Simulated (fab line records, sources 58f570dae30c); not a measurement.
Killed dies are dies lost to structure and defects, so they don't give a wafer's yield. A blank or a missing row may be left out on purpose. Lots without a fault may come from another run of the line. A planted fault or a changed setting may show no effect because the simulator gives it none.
Tool commonality check | flow berkeley_cmos170 | 14 lots, 42 wafers sampled

WHY IT WAS OPENED
At UCB170_M1_CD_MEAS_09 the reading cd_nm is flagged on 2 of 14 lots. Wafers without a fault read 700.6 nm, standard deviation 1.4.
Rule: a lot is flagged when every wafer of it that has a number lies more than 4 standard deviations from that mean, or none has a number. The other lots count as sound.

lot  | measured     | on        | cd_nm (nm), wafer by wafer | flag
L291 | day 6 04:58  | cd_sem-02 | 702.9 700.8 702.2          |
L294 | day 7 14:20  | cd_sem-01 | 702.2 700.2 700.6          |
L293 | day 7 17:05  | cd_sem-01 | 699.6 701.3 699.8          |
L297 | day 8 07:53  | cd_sem-02 | 701.6 702.6 703.9          |
L298 | day 8 19:42  | cd_sem-01 | 697.3 698.4 698.0          |
L299 | day 8 20:17  | cd_sem-02 | 702.5 702.5 701.5          |
L300 | day 8 23:13  | cd_sem-02 | 699.9 699.8 699.8          |
L301 | day 9 10:58  | cd_sem-02 | 701.0 699.6 700.0          |
L303 | day 9 11:00  | cd_sem-01 | 699.9 699.8 699.6          |
L302 | day 10 04:01 | cd_sem-02 | 701.2 701.8 701.3          |
L305 | day 10 04:15 | cd_sem-01 | 701.7 702.5 703.4          |
L306 | day 10 04:58 | cd_sem-01 | 720.0 720.3 718.9          | FLAGGED
L307 | day 10 18:16 | cd_sem-01 | 718.1 718.2 717.5          | FLAGGED
L312 | day 11 19:22 | cd_sem-01 | 699.9 699.9 700.5          |
The numbers of the flagged lots are 718.8 nm on average: +18.2 nm against the usual, or +13 standard deviations.

WHICH TOOL RAN EACH LOT
The record holds 1 process step before the reading, out of a route of 331 steps. In each cell: the tool, then ch and the chambers that the sampled wafers went through, then the start.
lot  | flag    | UCB170_M1_SOFTBAKE_05
L291 |         | litho_track-04 ch 0, day 6 04:00
L294 |         | litho_track-01 ch 0, day 7 13:00
L293 |         | litho_track-04 ch 0, day 7 16:00
L297 |         | litho_track-01 ch 0, day 8 07:00
L298 |         | litho_track-04 ch 0, day 8 19:00
L299 |         | litho_track-02 ch 0, day 8 19:00
L300 |         | litho_track-04 ch 0, day 8 22:00
L301 |         | litho_track-02 ch 0, day 9 10:00
L303 |         | litho_track-04 ch 0, day 9 10:00
L302 |         | litho_track-02 ch 0, day 10 02:00
L305 |         | litho_track-04 ch 0, day 10 02:00
L306 | FLAGGED | litho_track-04 ch 0, day 10 04:00
L307 | FLAGGED | litho_track-04 ch 0, day 10 17:00
L312 |         | litho_track-02 ch 0, day 11 18:00
What these steps do:
- UCB170_M1_SOFTBAKE_05: time 60 s.
- UCB170_M1_CD_MEAS_09: target cd 700 nm.

FLAGGED OVER TOTAL, TOOL BY TOOL (the gauges that took the reading come last)
step                  | tool           | lots run | flagged | share of the flagged lots | sound lots run after its first flagged lot
UCB170_M1_SOFTBAKE_05 | litho_track-01 | 2        | 0       | none                      | -
UCB170_M1_SOFTBAKE_05 | litho_track-02 | 4        | 0       | none                      | -
UCB170_M1_SOFTBAKE_05 | litho_track-04 | 8        | 2       | all                       | 0
UCB170_M1_CD_MEAS_09  | cd_sem-01      | 8        | 2       | all                       | 1 (L312)
UCB170_M1_CD_MEAS_09  | cd_sem-02      | 6        | 0       | none                      | -

WHAT THE TABLE ALLOWS
2 rows of the table ran every flagged lot: litho_track-04 at UCB170_M1_SOFTBAKE_05, cd_sem-01 at UCB170_M1_CD_MEAS_09.
- litho_track-04 at UCB170_M1_SOFTBAKE_05: 2 of its 8 lots flagged. Its last sound lot is L305 (day 10 02:00), its first flagged lot L306 (day 10 04:00): a fault that began between those two fits. Its own readings lie more than 4 standard deviations out on every wafer of the flagged lots: heater_power_total_W, plate_temp_C.
- cd_sem-01 at UCB170_M1_CD_MEAS_09: 2 of its 8 lots flagged. Sound lots ran on it after the first flagged one (L312), which a lasting fault on the whole tool wouldn't allow.
One tool is left: litho_track-04 at UCB170_M1_SOFTBAKE_05.

WHAT THE SIMULATOR HAD PUT IN
Process parameter drift: litho_track-04, from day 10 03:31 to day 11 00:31, at UCB170_M1_SOFTBAKE_05. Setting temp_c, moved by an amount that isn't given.
Lots struck among those shown: L306, L307. The rule above found the same.
